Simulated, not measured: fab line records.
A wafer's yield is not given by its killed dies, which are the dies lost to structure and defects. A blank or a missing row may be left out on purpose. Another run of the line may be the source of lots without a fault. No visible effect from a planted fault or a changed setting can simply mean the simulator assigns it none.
Shared-tool check | flow berkeley_cmos170 | Sample size 14 lots and 42 wafers

== THE REASON FOR OPENING IT ==
Of 14 lots, 2 have the reading PLDD_TW flagged at UCB170_PLDD_TW_MEAS_11. Fault-free wafers read 1004, with a standard deviation of 11.
Rule: flag the lot when none of its wafers has a number, or when each of its wafers that has one lies beyond 4 standard deviations from that mean. All remaining lots are regarded as sound.

lot  | measured     | on            | PLDD_TW, wafer by wafer | flag
L406 | day 7 10:11  | film_metro-04 | 1016 1018 1009          |
L407 | day 7 10:50  | film_metro-02 | 987 986 988             |
L404 | day 7 10:55  | film_metro-04 | 1013 1015 1011          |
L405 | day 7 11:07  | film_metro-04 | 1013 1017 1018          |
L409 | day 7 23:38  | film_metro-04 | 1014 1022 1014          |
L408 | day 7 23:53  | film_metro-04 | 1016 1015 1013          |
L410 | day 8 15:17  | film_metro-01 | 1016 1017 1016          |
L412 | day 8 15:33  | film_metro-04 | 1014 1014 1011          |
L413 | day 8 16:02  | film_metro-04 | 1005 1003 1001          |
L414 | day 9 10:37  | film_metro-02 | 993 992 991             |
L419 | day 10 00:17 | film_metro-02 | 993 988 993             |
L423 | day 11 02:56 | film_metro-04 | 938 936 937             | FLAGGED
L424 | day 11 03:56 | film_metro-02 | 921 916 917             | FLAGGED
L425 | day 11 16:55 | film_metro-02 | 987 991 986             |
The numbers of the flagged lots are 928 on average: -76 against the usual, or -7 standard deviations.

== WHICH TOOL RAN EACH LOT ==
The record keeps 1 process step preceding the reading, out of 331 steps on the route. Read each cell as the tool, then ch plus the chambers that the sampled wafers visited, then the start.
lot  | flag    | UCB170_PLDD_IMPLANT_08
L406 |         | implanter-04 ch 0, day 7 09:49
L407 |         | implanter-03 ch 0, day 7 10:28
L404 |         | implanter-01 ch 0, day 7 10:33
L405 |         | implanter-03 ch 0, day 7 10:43
L409 |         | implanter-04 ch 0, day 7 23:14
L408 |         | implanter-01 ch 0, day 7 23:29
L410 |         | implanter-01 ch 0, day 8 14:53
L412 |         | implanter-03 ch 0, day 8 15:09
L413 |         | implanter-01 ch 0, day 8 15:38
L414 |         | implanter-03 ch 0, day 9 08:09
L419 |         | implanter-04 ch 0, day 9 23:53
L423 | FLAGGED | implanter-03 ch 0, day 11 02:32
L424 | FLAGGED | implanter-03 ch 0, day 11 03:32
L425 |         | implanter-04 ch 0, day 11 16:31
What these steps do:
- UCB170_PLDD_IMPLANT_08
- UCB170_PLDD_TW_MEAS_11

== FLAGGED AGAINST TOTAL, ONE TOOL AT A TIME (gauges that did the reading follow at the end) ==
step                   | tool          | lots run | flagged | share of the flagged lots | sound lots run after its first flagged lot
UCB170_PLDD_IMPLANT_08 | implanter-01  | 4        | 0       | none                      | -
UCB170_PLDD_IMPLANT_08 | implanter-03  | 6        | 2       | all                       | 0
UCB170_PLDD_IMPLANT_08 | implanter-04  | 4        | 0       | none                      | -
UCB170_PLDD_TW_MEAS_11 | film_metro-01 | 1        | 0       | none                      | -
UCB170_PLDD_TW_MEAS_11 | film_metro-02 | 5        | 1       | some                      | 1 (L425)
UCB170_PLDD_TW_MEAS_11 | film_metro-04 | 8        | 1       | some                      | 0

== WHAT THE TABLE PERMITS ==
In the table, 1 row covers all flagged lots: implanter-03 at UCB170_PLDD_IMPLANT_08.
- implanter-03 at UCB170_PLDD_IMPLANT_08 ran 6 lots, 2 of them flagged. A fault beginning between L414 (day 9 08:09), its last sound lot, and L423 (day 11 02:32), its first flagged one, fits the data. Its own readings (dose_ions_cm2, faraday_current_uA) fall more than 4 standard deviations out on all wafers of the flagged lots.
implanter-03 at UCB170_PLDD_IMPLANT_08 is the single tool remaining.

== WHAT THE SIMULATOR PUT IN ==
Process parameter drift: implanter-03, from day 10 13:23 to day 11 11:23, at UCB170_PLDD_IMPLANT_08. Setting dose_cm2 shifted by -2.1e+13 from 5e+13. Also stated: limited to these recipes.
Lots struck among those shown: L423, L424. The same result came from the rule above.
